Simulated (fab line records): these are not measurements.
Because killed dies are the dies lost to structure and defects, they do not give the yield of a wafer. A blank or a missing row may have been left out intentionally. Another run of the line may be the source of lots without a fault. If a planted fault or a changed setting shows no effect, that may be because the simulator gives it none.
fab line records	flow rit-cmos	part 1 of 2: steps 1 to 35 of 50
[record] lots = 5	wafers = 15	last-day = 7
route steps=202 shown PRETRO@66 GATE@75 FOX2@80 REOX@98 NLDD@103 PLDD@114
lots untouched by any fault: they come from a run of this same line in which no faults occurred
start-h: hours from the record's first day to the start of the lot's first wafer shown	wait-h: hours from the lot's prior step to this one	" identical to the entry in the row above	L1.1+2: one row covering several wafers at once	- no value, or no start given	* or withheld: withheld	< > ~ a bound
route shown NAME@n: names a module that has steps shown in the file, with the first one's number in the route	usual: average and standard deviation across the fault-free wafers	same: alike in all rows	chamber/n: place in a boat	sites: each site's reading	_std_site: standard deviation across them	_edge_site: the outer-site mean with the inner-site mean subtracted	radius-mm: how far each site lies from the wafer's centre	mask NAME#n: copy n	behind: the tool/chamber that last shaped the wafer	hold: the reason the lot was held/the length of the hold in hours/how it ended	device: the transistor (n, p or np) that didn't switch	end of line: at the end of the route, the tests of the same wafers	a step without rows: its recipe alone	killed: the dies lost at the first sort to structure and to defects; this is not the yield of the wafer	map: a wafer's dies, x killed, . not, _ none there
set.NAME: the setting that was run; set.NAME@STEP: the one run at that earlier step	model.NAME: the simulator's own value behind a step, which no gauge read
a table for each step, a row for each wafer; lots at some steps of the route
services: the hour from which a tool's chamber was out of use, counted from the record's first day as start-h (under 0 if before that day), plus the number of hours and why
[[steps]]
[step RIT_PRETRO_SOFTBAKE_02]
[recipe] resist = NOVOLAK	temp-c = 90	time-s = 60
lot.wafer	tool	chamber	start-h	wait-h
L077.3+4+6	litho-track-02	0	46.73	0.1
L086.2+3+5	litho-track-02	0	90.93	0.1
L089.1+2+5	litho-track-03	0	104.82	0.1
L091.1+2+4	litho-track-02	0	114.91	0.1
L096.2+4+6	litho-track-02	0	140.48	0.1
[step RIT_PRETRO_EXPOSE_03]
[recipe] mask-id = M5	na = 0.57	target-cd-nm = 43700	dose-mj = 250
[same] na = 0.57
lot.wafer	tool	chamber	start-h	wait-h	mask
L077.3+4+6	iline-stepper-02	0	46.87	0.1	M5#0
L086.2+3+5	iline-stepper-01	0	91.07	0.1	M5#0
L089.1+2+5	iline-stepper-01	0	105.10	0.2	M5#0
L091.1+2+4	iline-stepper-02	0	115.18	0.2	M5#0
L096.2+4+6	iline-stepper-02	0	140.75	0.2	M5#0
[step RIT_PRETRO_PEB_04]
[recipe] resist = NOVOLAK	temp-c = withheld	time-s = withheld
lot.wafer	tool	chamber	start-h	wait-h
L077.3+4+6	litho-track-02	0	46.99	0.1
L086.2+3+5	litho-track-03	0	91.23	0.1
L089.1+2+5	litho-track-03	0	105.22	0.1
L091.1+2+4	litho-track-04	0	115.30	0.1
L096.2+4+6	litho-track-03	0	140.87	0.1
[step RIT_PRETRO_DEVELOP_05]
[recipe] resist = NOVOLAK	develop-time-s = 68	dev-temp-c = 23
lot.wafer	tool	chamber	start-h	wait-h
L077.3+4+6	litho-track-02	0	-	-
L086.2+3+5	litho-track-03	0	-	-
L089.1+2+5	litho-track-03	0	-	-
L091.1+2+4	litho-track-04	0	-	-
L096.2+4+6	litho-track-03	0	-	-
[step RIT_PRETRO_OVL_MEAS_06]
[usual] PRETRO_OVL = 0.6/1.5
lot.wafer	tool	chamber	start-h	wait-h	PRETRO_OVL[nm]
L077.3	overlay-02	-	47.27	-	1.6
L077.4	"	-	"	"	1.6
L077.6	"	-	"	"	-0.1
L086.2	overlay-02	-	91.52	-	0.3
L086.3	"	-	"	"	-0.7
L086.5	"	-	"	"	-2.4
L089.1	overlay-01	-	105.53	-	-2.3
L089.2	"	-	"	"	1.2
L089.5	"	-	"	"	0.1
L091.1	overlay-02	-	115.61	-	1.7
L091.2	"	-	"	"	1.7
L091.4	"	-	"	"	0.6
L096.2	overlay-01	-	141.16	-	1.4
L096.4	"	-	"	"	2.3
L096.6	"	-	"	"	4.9
[step RIT_PRETRO_HARDBAKE_07]
[recipe] resist = NOVOLAK	temp-c = 140	time-s = 120
lot.wafer	tool	chamber	start-h	wait-h
L077.3+4+6	litho-track-04	0	47.38	0.1
L086.2+3+5	litho-track-02	0	91.60	0.1
L089.1+2+5	litho-track-03	0	105.57	0.0
L091.1+2+4	litho-track-02	0	115.65	0.0
L096.2+4+6	litho-track-03	0	141.23	0.1
[step RIT_PRETRO_IMPLANT_08]
[recipe] species = B	energy-kev = 45	dose-cm2 = 1.2e+13	tilt-deg = 7
[same] implant-ion-amu = 11
lot.wafer	tool	chamber	start-h	wait-h
L077.3+4+6	implanter-04	0	47.59	0.2
L086.2+3+5	implanter-03	0	91.83	0.2
L089.1+2+5	implanter-01	0	105.82	0.2
L091.1+2+4	implanter-03	0	115.90	0.2
L096.2+4+6	implanter-04	0	141.47	0.2
[step RIT_PRETRO_STRIP_09]
[recipe] chemistry = O2	time-s = 180	resist = NOVOLAK	platen-temp-c = withheld	power-w = 500	pressure-mtorr = 4000	o2-flow-sccm = 4000
[usual] drypump-motor-current-A = 5.9/0.37
lot.wafer	tool	chamber	start-h	wait-h	drypump-motor-current-A	rf-hours-counter-h
L077.3	plasma-asher-02	1	47.75	0.1	6.3	-
L077.4	"	0	"	"	6.3	-
L077.6	"	0	"	"	6.4	-
L086.2	plasma-asher-01	0	91.95	0.1	5.4	46
L086.3	"	1	"	"	5.5	-
L086.5	"	1	"	"	5.5	-
L089.1	plasma-asher-03	0	105.97	0.1	5.7	31
L089.2	"	1	"	"	5.7	31
L089.5	"	0	"	"	5.7	-
L091.1	plasma-asher-02	0	116.05	0.1	6.4	46
L091.2	"	1	"	"	6.3	46
L091.4	"	1	"	"	6.3	-
L096.2	plasma-asher-03	0	141.59	0.1	5.7	37
L096.4	"	1	"	"	5.6	-
L096.6	"	1	"	"	5.6	-
[step RIT_PRETRO_TW_MEAS_10]
[usual] PRETRO_TW = 472/5.8
lot.wafer	tool	chamber	start-h	wait-h	PRETRO_TW
L077.3	film-metro-01	-	47.89	0.1	472
L077.4	"	-	"	"	474
L077.6	"	-	"	"	474
L086.2	film-metro-04	-	92.14	0.1	464
L086.3	"	-	"	"	468
L086.5	"	-	"	"	466
L089.1	film-metro-01	-	106.14	0.1	471
L089.2	"	-	"	"	468
L089.5	"	-	"	"	468
L091.1	film-metro-01	-	116.23	0.1	471
L091.2	"	-	"	"	468
L091.4	"	-	"	"	467
L096.2	film-metro-04	-	141.78	0.1	468
L096.4	"	-	"	"	466
L096.6	"	-	"	"	466
[step RIT_GATE_WET_ETCH_00]
[recipe] chemistry = BOE	target = SiO2	target-depth-nm = 56	time-s = 60	dry = n2-spin	dilution = 10:1	temp-c = 21.5
lot.wafer	tool	chamber	start-h	wait-h
L077.3+4+6	wet-bench-01	0	47.93	0.0
L086.2+3+5	wet-bench-04	0	92.19	0.0
L089.1+2+5	wet-bench-04	3	106.20	0.1
L091.1+2+4	wet-bench-01	3	116.29	0.1
L096.2+4+6	wet-bench-01	2	141.83	0.0
[step RIT_GATE_CLEAN_01]
[recipe] chemistry = SC1	mix = 3:3:50	time-s = 600	temp-c = 75
lot.wafer	tool	chamber	start-h	wait-h
L077.3+4+6	wet-bench-03	0	47.95	0.0
L086.2+3+5	wet-bench-03	0	92.21	0.0
L089.1+2+5	wet-bench-03	0	106.23	0.0
L091.1+2+4	wet-bench-04	2	116.31	0.0
L096.2+4+6	wet-bench-04	2	141.85	0.0
[step RIT_GATE_CLEAN_02]
[recipe] chemistry = dHF	dilution = 50:1	time-s = 30
lot.wafer	tool	chamber	start-h	wait-h
L077.3+4+6	wet-bench-04	3	48.13	0.0
L086.2+3+5	wet-bench-01	1	92.41	0.0
L089.1+2+5	wet-bench-01	1	106.42	0.0
L091.1+2+4	wet-bench-03	2	116.49	0.0
L096.2+4+6	wet-bench-03	1	142.04	0.0
[step RIT_GATE_CLEAN_03]
[recipe] chemistry = SC2	mix = 3:3:50	time-s = 600	temp-c = 75	dry = n2-spin
lot.wafer	tool	chamber	start-h	wait-h
L077.3+4+6	wet-bench-01	1	48.15	0.0
L086.2+3+5	wet-bench-04	0	92.42	0.0
L089.1+2+5	wet-bench-04	2	106.43	0.0
L091.1+2+4	wet-bench-01	0	116.50	0.0
L096.2+4+6	wet-bench-01	3	142.06	0.0
[step RIT_GATE_CLEAN_04]
[recipe] chemistry = dHF	dilution = 50:1	time-s = 60	dry = n2-spin
lot.wafer	tool	chamber	start-h	wait-h
L077.3+4+6	wet-bench-03	2	48.32	0.0
L086.2+3+5	wet-bench-03	3	92.60	0.0
L089.1+2+5	wet-bench-03	1	106.61	0.0
L091.1+2+4	wet-bench-04	0	116.68	0.0
L096.2+4+6	wet-bench-03	1	142.23	0.0
[step RIT_FOX2_THK_MEAS_91]
[recipe] reads = SiO2_of_FOX2_OXIDATION_00
[usual] FIELD_OXIDE_LEFT_2_THK = 251/6.5
lot.wafer	tool	chamber	start-h	wait-h	FIELD_OXIDE_LEFT_2_THK[nm]
L077.3	film-metro-04	-	48.37	0.0	247
L077.4	"	-	"	"	249
L077.6	"	-	"	"	249
L086.2	film-metro-01	-	92.63	0.0	244
L086.3	"	-	"	"	248
L086.5	"	-	"	"	245
L089.1	film-metro-04	-	106.63	0.0	259
L089.2	"	-	"	"	260
L089.5	"	-	"	"	254
L091.1	film-metro-04	-	116.70	0.0	255
L091.2	"	-	"	"	249
L091.4	"	-	"	"	252
L096.2	film-metro-01	-	142.27	0.0	256
L096.4	"	-	"	"	248
L096.6	"	-	"	"	256
[step RIT_GATE_OXIDATION_05]
[recipe] temp-c = 900	ambient = O2	target-thk-a = 30	ox-time-s = 270
[usual] ox-temp-c = 900.0/0.4	zone-power-source-pct = 26.7/2.5
[same] ox-time-s = 270
lot.wafer	tool	chamber	start-h	wait-h	ox-temp-c	zone-power-source-pct
L077.3	furnace-01	0	49.36	1.0	899.9	28.2
L077.4	"	0	"	"	900.3	28.8
L077.6	"	0	"	"	899.8	28.8
L086.2	furnace-01	0	92.68	0.0	900.2	28.4
L086.3	"	0	"	"	900.5	28.7
L086.5	"	0	"	"	900.3	28.7
L089.1	furnace-01	0	106.69	0.1	900.0	28.8
L089.2	"	0	"	"	900.4	28.6
L089.5	"	0	"	"	900.3	28.5
L091.1	furnace-01	0	117.05	0.3	900.5	28.5
L091.2	"	0	"	"	899.9	28.8
L091.4	"	0	"	"	900.0	28.4
L096.2	furnace-04	0	142.32	0.0	900.1	23.2
L096.4	"	0	"	"	900.1	22.8
L096.6	"	0	"	"	900.4	22.5
[step RIT_GATE_ANNEAL_06]
[recipe] temp-c = 900	time-s = 600	ambient = N2O
[usual] zone-power-source-pct = 27.3/2
lot.wafer	tool	chamber	start-h	wait-h	zone-power-source-pct
L077.3	furnace-02	0	50.76	0.3	27.9
L077.4	"	0	"	"	28.2
L077.6	"	0	"	"	27.9
L086.2	furnace-02	0	93.76	0.0	27.9
L086.3	"	0	"	"	27.7
L086.5	"	0	"	"	27.8
L089.1	furnace-01	0	107.77	0.0	28.6
L089.2	"	0	"	"	28.4
L089.5	"	0	"	"	28.4
L091.1	furnace-01	0	118.13	0.0	28.3
L091.2	"	0	"	"	28.3
L091.4	"	0	"	"	28.6
L096.2	furnace-04	0	143.39	0.0	22.9
L096.4	"	0	"	"	22.9
L096.6	"	0	"	"	22.8
[step RIT_GATE_THK_MEAS_07]
[recipe] reads = SiO2_of_GATE_OXIDATION_05
[usual] GATE_OXIDE_THK = 3.01/0.067
lot.wafer	tool	chamber	start-h	wait-h	GATE_OXIDE_THK[nm]
L077.3	film-metro-04	-	51.03	0.0	3.09
L077.4	"	-	"	"	3.09
L077.6	"	-	"	"	3.07
L086.2	film-metro-04	-	94.02	0.0	3.06
L086.3	"	-	"	"	3.06
L086.5	"	-	"	"	2.99
L089.1	film-metro-04	-	108.02	0.0	3.02
L089.2	"	-	"	"	3.06
L089.5	"	-	"	"	3.06
L091.1	film-metro-03	-	118.38	0.0	2.97
L091.2	"	-	"	"	2.98
L091.4	"	-	"	"	2.95
L096.2	film-metro-03	-	143.65	0.0	3.01
L096.4	"	-	"	"	3.04
L096.6	"	-	"	"	3.09
[step RIT_GATE_CVD_08]
[recipe] material = poly-Si	target-thk-nm = 250	temp-c = 610	precursor = SiH4	time-s = 2220	pressure-mtorr = 300	sih4-flow-sccm = 100
[usual] zone-power-source-pct = 11.6/1.4
lot.wafer	tool	chamber	start-h	wait-h	zone-power-source-pct
L077.3	lpcvd-01	1	51.07	0.0	12.1
L077.4	"	1	"	"	12.2
L077.6	"	1	"	"	12.4
L086.2	lpcvd-02	1	94.07	0.0	13.4
L086.3	"	1	"	"	13.4
L086.5	"	1	"	"	13.7
L089.1	lpcvd-01	1	108.08	0.1	12.3
L089.2	"	1	"	"	12.1
L089.5	"	1	"	"	12.3
L091.1	lpcvd-02	0	118.44	0.1	11.2
L091.2	"	0	"	"	11.3
L091.4	"	0	"	"	11.0
L096.2	lpcvd-02	1	143.70	0.0	13.6
L096.4	"	1	"	"	13.5
L096.6	"	1	"	"	13.4
[step RIT_GATE_THK_MEAS_09]
[recipe] reads = poly-Si_of_GATE_CVD_08
[usual] GATE_POLY_THK = 249.7/2.1
lot.wafer	tool	chamber	start-h	wait-h	GATE_POLY_THK[nm]
L077.3	film-metro-04	-	52.70	0.0	249.3
L077.4	"	-	"	"	246.6
L077.6	"	-	"	"	249.4
L086.2	film-metro-01	-	95.69	0.0	245.0
L086.3	"	-	"	"	247.7
L086.5	"	-	"	"	246.8
L089.1	film-metro-01	-	109.70	0.0	248.8
L089.2	"	-	"	"	250.7
L089.5	"	-	"	"	251.2
L091.1	film-metro-04	-	120.06	0.0	250.0
L091.2	"	-	"	"	250.4
L091.4	"	-	"	"	249.1
L096.2	film-metro-04	-	145.33	0.0	252.1
L096.4	"	-	"	"	250.4
L096.6	"	-	"	"	249.8
[step RIT_GATE_HMDS_10]
[recipe] prime-time-s = 60	prime-temp-c = 140
lot.wafer	tool	chamber	start-h	wait-h
L077.3+4+6	litho-track-03	0	52.79	0.1
L086.2+3+5	litho-track-03	0	95.77	0.1
L089.1+2+5	litho-track-03	0	109.93	0.2
L091.1+2+4	litho-track-04	0	120.11	0.1
L096.2+4+6	litho-track-03	0	145.41	0.1
[step RIT_GATE_COAT_11]
[recipe] resist = NOVOLAK	spin-rpm = 4250	resist-thk-nm = 850
lot.wafer	tool	chamber	start-h	wait-h
L077.3+4+6	litho-track-03	0	52.94	0.1
L086.2+3+5	litho-track-03	0	95.92	0.1
L089.1+2+5	litho-track-03	0	110.08	0.1
L091.1+2+4	litho-track-04	0	120.27	0.1
L096.2+4+6	litho-track-03	0	145.56	0.1
[step RIT_GATE_SOFTBAKE_12]
[recipe] resist = NOVOLAK	temp-c = 90	time-s = 60
lot.wafer	tool	chamber	start-h	wait-h
L077.3+4+6	litho-track-03	0	53.09	0.1
L086.2+3+5	litho-track-03	0	96.07	0.1
L089.1+2+5	litho-track-03	0	110.23	0.1
L091.1+2+4	litho-track-04	0	120.42	0.1
L096.2+4+6	litho-track-03	0	145.71	0.1
[step RIT_GATE_EXPOSE_13]
[recipe] mask-id = M6	na = 0.6	source-shape = conventional	sigma-outer = 0.6	target-cd-nm = 150	dose-mj = 380
[same] na = 0.6
lot.wafer	tool	chamber	start-h	wait-h	mask
L077.3+4+6	iline-stepper-01	0	53.23	0.1	M6#0
L086.2+3+5	iline-stepper-02	0	96.21	0.1	M6#0
L089.1+2+5	iline-stepper-02	0	110.38	0.1	M6#0
L091.1+2+4	iline-stepper-01	0	120.69	0.2	M6#0
L096.2+4+6	iline-stepper-02	0	145.98	0.2	M6#0
[step RIT_GATE_PEB_14]
[recipe] resist = NOVOLAK	temp-c = withheld	time-s = withheld
lot.wafer	tool	chamber	start-h	wait-h
L077.3+4+6	litho-track-01	0	53.36	0.1
L086.2+3+5	litho-track-01	0	96.44	0.2
L089.1+2+5	litho-track-04	0	110.65	0.2
L091.1+2+4	litho-track-03	0	120.84	0.1
L096.2+4+6	litho-track-04	0	146.10	0.1
[step RIT_GATE_DEVELOP_15]
[recipe] resist = NOVOLAK	develop-time-s = 50	dev-temp-c = 23
lot.wafer	tool	chamber	start-h	wait-h
L077.3+4+6	litho-track-01	0	-	-
L086.2+3+5	litho-track-01	0	-	-
L089.1+2+5	litho-track-04	0	-	-
L091.1+2+4	litho-track-03	0	-	-
L096.2+4+6	litho-track-04	0	-	-
[step RIT_GATE_CD_MEAS_16]
[recipe] target-cd-nm = 150
[usual] cd-nm = 151.2/2.5
lot.wafer	tool	chamber	start-h	wait-h	cd-nm
L077.3	cd-sem-01	-	53.63	-	153.3
L077.4	"	-	"	"	153.3
L077.6	"	-	"	"	151.7
L086.2	cd-sem-02	-	96.72	-	152.4
L086.3	"	-	"	"	150.9
L086.5	"	-	"	"	152.2
L089.1	cd-sem-02	-	110.93	-	152.7
L089.2	"	-	"	"	152.8
L089.5	"	-	"	"	153.8
L091.1	cd-sem-01	-	121.12	-	144.5
L091.2	"	-	"	"	145.9
L091.4	"	-	"	"	146.6
L096.2	cd-sem-01	-	146.38	-	152.0
L096.4	"	-	"	"	155.6
L096.6	"	-	"	"	156.6
[step RIT_GATE_OVL_MEAS_17]
[usual] GATE_OVL = -0.7/1.2
lot.wafer	tool	chamber	start-h	wait-h	GATE_OVL[nm]
L077.3	overlay-02	-	53.72	0.1	-1.2
L077.4	"	-	"	"	-1.2
L077.6	"	-	"	"	-1.0
L086.2	overlay-01	-	96.82	0.1	0.4
L086.3	"	-	"	"	0.5
L086.5	"	-	"	"	1.3
L089.1	overlay-02	-	111.05	0.1	-0.4
L089.2	"	-	"	"	-2.0
L089.5	"	-	"	"	-2.3
L091.1	overlay-01	-	121.24	0.1	-0.3
L091.2	"	-	"	"	0.8
L091.4	"	-	"	"	-1.1
L096.2	overlay-02	-	146.48	0.1	-3.4
L096.4	"	-	"	"	-1.7
L096.6	"	-	"	"	-3.5
[step RIT_GATE_HARDBAKE_18]
[recipe] resist = NOVOLAK	temp-c = 140	time-s = 60
lot.wafer	tool	chamber	start-h	wait-h
L077.3+4+6	litho-track-04	0	53.80	0.1
L086.2+3+5	litho-track-01	0	96.88	0.0
L089.1+2+5	litho-track-01	0	111.09	0.0
L091.1+2+4	litho-track-04	0	121.28	0.0
L096.2+4+6	litho-track-04	0	146.63	0.1
[step RIT_GATE_ETCH_19]
[recipe] chemistry = SF6/CHF3/O2	time-s = 165	SF6_flow_sccm = 30	CHF3_flow_sccm = 30	O2_flow_sccm = 5	target = poly-Si	pressure-mtorr = 40	rf-w = 160	target-depth-a = 3125	over-etch-frac = 0.25	stop-on = SiO2
[usual] O2_flow_sccm = 4.998/0.015	drypump-motor-current-A = 5.6/0.38	oes-product-au = 0.840/0.0089	throttle-valve-pct = 10.24/0.18
lot.wafer	tool	chamber	start-h	wait-h	O2_flow_sccm	drypump-motor-current-A	oes-product-au	rf-hours-counter-h	throttle-valve-pct
L077.3	rie-si-02	0	53.90	0.1	5.005	6.1	0.838	30	10.25
L077.4	"	3	"	"	5.001	5.9	0.826	161	10.00
L077.6	"	3	"	"	4.953	5.9	0.834	-	10.00
L086.2	rie-si-01	3	97.00	0.1	4.999	5.8	0.818	146	10.22
L086.3	"	1	"	"	5.007	5.4	0.837	79	10.48
L086.5	"	1	"	"	4.988	5.4	0.837	-	10.48
L089.1	rie-si-02	2	111.24	0.1	4.992	5.4	0.840	145	9.98
L089.2	"	0	"	"	4.981	6.1	0.838	31	10.25
L089.5	"	3	"	"	4.985	5.9	0.856	-	10.01
L091.1	rie-si-02	0	121.43	0.1	5.014	6.1	0.844	31	10.25
L091.2	"	3	"	"	5.009	5.9	0.850	0	10.01
L091.4	"	3	"	"	4.994	5.9	0.857	-	10.01
L096.2	rie-si-01	0	146.76	0.1	4.977	4.8	0.847	132	10.18
L096.4	"	2	"	"	4.993	5.7	0.837	3	10.32
L096.6	"	1	"	"	4.999	5.3	0.837	-	10.49
[step RIT_GATE_STRIP_20]
[recipe] chemistry = O2	time-s = 180	resist = NOVOLAK	platen-temp-c = withheld	power-w = 500	pressure-mtorr = 4000	o2-flow-sccm = 4000
[usual] drypump-motor-current-A = 5.8/0.37
lot.wafer	tool	chamber	start-h	wait-h	drypump-motor-current-A	rf-hours-counter-h
L077.3	plasma-asher-03	0	54.06	0.1	5.8	-
L077.4	"	1	"	"	5.7	-
L077.6	"	0	"	"	5.8	-
L086.2	plasma-asher-01	1	97.11	0.1	5.5	46
L086.3	"	1	"	"	5.5	-
L086.5	"	0	"	"	5.4	-
L089.1	plasma-asher-03	1	111.35	0.1	5.7	32
L089.2	"	0	"	"	5.7	32
L089.5	"	1	"	"	5.7	-
L091.1	plasma-asher-03	0	121.54	0.1	5.8	34
L091.2	"	1	"	"	5.7	34
L091.4	"	0	"	"	5.7	-
L096.2	plasma-asher-01	1	146.86	0.1	5.5	49
L096.4	"	0	"	"	5.4	-
L096.6	"	0	"	"	5.4	-
[step RIT_GATE_CD_MEAS_90]
[recipe] target-cd-nm = 150
[usual] cd-nm = 151.2/2.5
lot.wafer	tool	chamber	start-h	wait-h	cd-nm
L077.3	cd-sem-02	-	54.22	0.1	153.5
L077.4	"	-	"	"	153.3
L077.6	"	-	"	"	151.6
L086.2	cd-sem-02	-	97.31	0.1	152.6
L086.3	"	-	"	"	151.3
L086.5	"	-	"	"	151.9
L089.1	cd-sem-02	-	111.58	0.2	152.3
L089.2	"	-	"	"	152.3
L089.5	"	-	"	"	153.8
L091.1	cd-sem-02	-	121.71	0.1	144.3
L091.2	"	-	"	"	145.8
L091.4	"	-	"	"	146.2
L096.2	cd-sem-01	-	147.06	0.1	151.8
L096.4	"	-	"	"	155.5
L096.6	"	-	"	"	156.3
[step RIT_REOX_CLEAN_00]
[recipe] chemistry = SC1	mix = 3:3:50	time-s = 600	temp-c = 75
lot.wafer	tool	chamber	start-h	wait-h
L077.3+4+6	wet-bench-03	2	54.30	0.1
L086.2+3+5	wet-bench-02	1	97.41	0.1
L089.1+2+5	wet-bench-02	2	111.70	0.1
L091.1+2+4	wet-bench-02	0	121.83	0.1
L096.2+4+6	wet-bench-02	0	147.16	0.1
[step RIT_REOX_CLEAN_01]
[recipe] chemistry = dHF	dilution = 50:1	time-s = 30
lot.wafer	tool	chamber	start-h	wait-h
L077.3+4+6	wet-bench-04	0	54.48	0.0
L086.2+3+5	wet-bench-04	3	97.58	0.0
L089.1+2+5	wet-bench-03	3	111.89	0.0
L091.1+2+4	wet-bench-04	1	122.02	0.0
L096.2+4+6	wet-bench-03	1	147.33	0.0
[step RIT_REOX_CLEAN_02]
[recipe] chemistry = SC2	mix = 3:3:50	time-s = 600	temp-c = 75	dry = n2-spin
lot.wafer	tool	chamber	start-h	wait-h
L077.3+4+6	wet-bench-02	1	54.49	0.0
L086.2+3+5	wet-bench-03	3	97.60	0.0
L089.1+2+5	wet-bench-04	2	111.91	0.0
L091.1+2+4	wet-bench-03	3	122.04	0.0
L096.2+4+6	wet-bench-02	1	147.35	0.0
